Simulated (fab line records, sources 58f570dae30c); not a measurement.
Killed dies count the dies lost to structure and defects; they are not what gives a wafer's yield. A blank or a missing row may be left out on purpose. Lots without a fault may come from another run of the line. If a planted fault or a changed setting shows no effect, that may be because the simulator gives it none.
Commonality check across tools	flow berkeleyCmos170	39 wafers sampled across 13 lots

== WHY THIS WAS OPENED ==
UCB170_SDANNEAL_RS_MEAS_04, reading PLDD_RS: flagged on 1 of 13 lots. Fault-free wafers read 1036 ohm/sq, with a standard deviation of 3.1.
Rule: a lot is flagged in two cases, either no wafer of it has a number, or all its wafers with numbers fall more than 4 standard deviations from that mean. As for the other lots, they are considered sound.

lot	measured	on	PLDD_RS (ohm/sq), wafer by wafer	flag
L266	day 7 04:50	filmMetro-02	1037 1036 1038	
L265	day 7 05:40	filmMetro-01	1044 1040 1042	
L267	day 7 06:02	filmMetro-04	1029 1034 1034	
L269	day 7 16:38	filmMetro-04	1033 1031 1034	
L268	day 7 17:11	filmMetro-02	1035 1036 1039	
L274	day 9 03:03	filmMetro-01	1110 1110 1107	FLAGGED
L277	day 9 10:58	filmMetro-02	1035 1037 1035	
L280	day 10 05:44	filmMetro-04	1039 1038 1039	
L279	day 10 06:46	filmMetro-02	1032 1036 1031	
L283	day 10 10:31	filmMetro-04	1041 1040 1038	
L282	day 10 10:35	filmMetro-02	1029 1033 1033	
L285	day 11 09:31	filmMetro-04	1036 1036 1036	
L288	day 12 01:46	filmMetro-04	1036 1034 1034	
The numbers of the flagged lots are 1109 ohm/sq on average: +73 ohm/sq against the usual, or +24 standard deviations.

== LOT BY LOT: THE TOOL USED ==
The record holds 1 process step before the reading, out of a route of 331 steps. In each cell: the tool, then ch and the chambers that the sampled wafers went through, then the start.
lot	flag	UCB170_PLDD_IMPLANT_09
L266		implanter-02 ch 0, day 6 15:47
L265		implanter-01 ch 0, day 6 16:05
L267		implanter-02 ch 0, day 6 16:19
L269		implanter-02 ch 0, day 7 06:23
L268		implanter-03 ch 0, day 7 06:58
L274	FLAGGED	implanter-03 ch 0, day 8 08:53
L277		implanter-02 ch 0, day 8 23:02
L280		implanter-01 ch 0, day 9 14:43
L279		implanter-02 ch 0, day 9 14:53
L283		implanter-02 ch 0, day 9 23:04
L282		implanter-01 ch 0, day 9 23:19
L285		implanter-01 ch 0, day 10 19:27
L288		implanter-01 ch 0, day 11 12:46
What the steps here do:
- UCB170_PLDD_IMPLANT_09
- UCB170_SDANNEAL_RS_MEAS_04: measures by four-point-probe.

== FLAGGED AGAINST TOTAL, ONE TOOL AT A TIME (gauges that did the reading follow at the end) ==
step	tool	lots run	flagged	share of the flagged lots	sound lots run after its first flagged lot
UCB170_PLDD_IMPLANT_09	implanter-01	5	0	none	-
UCB170_PLDD_IMPLANT_09	implanter-02	6	0	none	-
UCB170_PLDD_IMPLANT_09	implanter-03	2	1	all	0
UCB170_SDANNEAL_RS_MEAS_04	filmMetro-01	2	1	all	0
UCB170_SDANNEAL_RS_MEAS_04	filmMetro-02	5	0	none	-
UCB170_SDANNEAL_RS_MEAS_04	filmMetro-04	6	0	none	-

== WHAT THE TABLE PERMITS ==
2 rows of the table ran every flagged lot: implanter-03 at UCB170_PLDD_IMPLANT_09, filmMetro-01 at UCB170_SDANNEAL_RS_MEAS_04.
- implanter-03 at UCB170_PLDD_IMPLANT_09: 1 of its 2 lots flagged. It ran its last sound lot, L268, at day 7 06:58 and its first flagged lot, L274, at day 8 08:53: a fault with its onset between the two fits.
- filmMetro-01 at UCB170_SDANNEAL_RS_MEAS_04: 1 of its 2 lots flagged. It ran its last sound lot, L265, at day 7 05:40 and its first flagged lot, L274, at day 9 03:03: a fault with its onset between the two fits.
A lot count leaves these 2 tools indistinguishable: every one of them fits a fault beginning at some hour. More lots, or a look at what each step does to the wafer, might.

== WHAT HAD BEEN PUT IN BY THE SIMULATOR ==
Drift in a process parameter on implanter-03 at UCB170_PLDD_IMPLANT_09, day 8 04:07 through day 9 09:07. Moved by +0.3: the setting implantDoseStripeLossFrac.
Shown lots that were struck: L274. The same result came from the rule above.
